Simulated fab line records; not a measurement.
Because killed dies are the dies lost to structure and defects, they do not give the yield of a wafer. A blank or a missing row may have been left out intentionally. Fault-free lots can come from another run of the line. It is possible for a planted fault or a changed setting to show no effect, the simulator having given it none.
Which of the tools did it? / flow rit_cmos / 14 lots (41 wafers sampled), 1 step of a 202-step route

WHAT THE GAUGES READ, wafer by wafer
No reading from a measuring or inspecting step in the record can be judged against a usual standard deviation.

WHICH TOOL RAN EACH LOT (tool, then ch and the chambers of the sampled wafers, then the start)
lot=L484; RIT_SILICIDE_RTA_06=rtp_anneal-02 ch 0, day 3 05:35
lot=L485; RIT_SILICIDE_RTA_06=rtp_anneal-01 ch 0, day 3 14:26
lot=L486; RIT_SILICIDE_RTA_06=rtp_anneal-02 ch 0, day 3 18:44
lot=L487; RIT_SILICIDE_RTA_06=rtp_anneal-01 ch 0, day 4 00:08
lot=L489; RIT_SILICIDE_RTA_06=rtp_anneal-01 ch 0, day 4 07:57
lot=L490; RIT_SILICIDE_RTA_06=rtp_anneal-02 ch 0, day 4 14:30
lot=L491; RIT_SILICIDE_RTA_06=rtp_anneal-01 ch 0, day 5 00:53
lot=L492; RIT_SILICIDE_RTA_06=rtp_anneal-02 ch 0, day 5 03:42
lot=L493; RIT_SILICIDE_RTA_06=rtp_anneal-01 ch 0, day 5 06:13
lot=L497; RIT_SILICIDE_RTA_06=rtp_anneal-01 ch 0, day 6 00:42
lot=L500; RIT_SILICIDE_RTA_06=rtp_anneal-02 ch 0, day 6 15:39
lot=L502; RIT_SILICIDE_RTA_06=rtp_anneal-02 ch 0, day 6 23:54
lot=L505; RIT_SILICIDE_RTA_06=rtp_anneal-01 ch 0, day 7 15:16
lot=L507; RIT_SILICIDE_RTA_06=rtp_anneal-01 ch 0, day 8 02:18
- RIT_SILICIDE_RTA_06: time 10 s, ramp up 5 s, ramp down 10 s.

AS READ BY THE TOOLS THEMSELVES (means over the sampled wafers that have a number; for cases with no such wafer, the mark the record gives instead)
RIT_SILICIDE_RTA_06.
lot=L484 tool=rtp_anneal-02 wafer_temp_C_max=752.9
lot=L485 tool=rtp_anneal-01 wafer_temp_C_max=752.1
lot=L486 tool=rtp_anneal-02 wafer_temp_C_max=752.5
lot=L487 tool=rtp_anneal-01 wafer_temp_C_max=752.2
lot=L489 tool=rtp_anneal-01 wafer_temp_C_max=753.1
lot=L490 tool=rtp_anneal-02 wafer_temp_C_max=752.7
lot=L491 tool=rtp_anneal-01 wafer_temp_C_max=752.6
lot=L492 tool=rtp_anneal-02 wafer_temp_C_max=753.3
lot=L493 tool=rtp_anneal-01 wafer_temp_C_max=752.0
lot=L497 tool=rtp_anneal-01 wafer_temp_C_max=752.7
lot=L500 tool=rtp_anneal-02 wafer_temp_C_max=749.8
lot=L502 tool=rtp_anneal-02 wafer_temp_C_max=749.2
lot=L505 tool=rtp_anneal-01 wafer_temp_C_max=752.4
lot=L507 tool=rtp_anneal-01 wafer_temp_C_max=752.1

THE ANSWER, worked out from the rows above alone
Rule: the lots themselves supply what counts as usual. The widest of any qualifying gaps counts: lots, ordered by their means at a reading, are off when they make up no more than a third of the lots, leave a main group of 4 or more, and stand apart from it by 3 or more times the standard deviation of that group's means. If all means in a main group match to the digits the tables above print for the reading, that group is not used. A lot without any number at a reading at which 4 lots or more have one is off too. Where the step has rows for the other lots, those lots are counted as sound. The gauges are gone through in route order, then the tools' own readings, and for those a lot's mean is taken as printed above. The first step at which some lot is off is used, and at that step the reading that is off furthest; a lot without a number counts as furthest.
Off: L500, L502, at RIT_SILICIDE_RTA_06 (wafer_temp_C_max). Main group: mean 752.5, sd 0.4.
If a tool, at that step or one of the process steps before it, ran each lot that is off and ran no sound lot following the first of them, it fits. One candidate fits, namely rtp_anneal-02 at RIT_SILICIDE_RTA_06. Its last sound lot is L492 (day 5 03:42), its first lot that is off L500 (day 6 15:39): a fault that began between those two fits.
The tool's own readings at RIT_SILICIDE_RTA_06 bear it out: on the lots that are off they differ by more than 5 times the standard deviation of the sound lots' means. wafer_temp_C_max reads 749.5 there against 752.5 on the sound lots.

WHAT THE SIMULATOR HAD PUT IN
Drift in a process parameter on rtp_anneal-02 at RIT_SILICIDE_RTA_06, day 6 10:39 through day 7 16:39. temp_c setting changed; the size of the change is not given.
Lots struck among those shown: L500, L502. The rule above found the same.
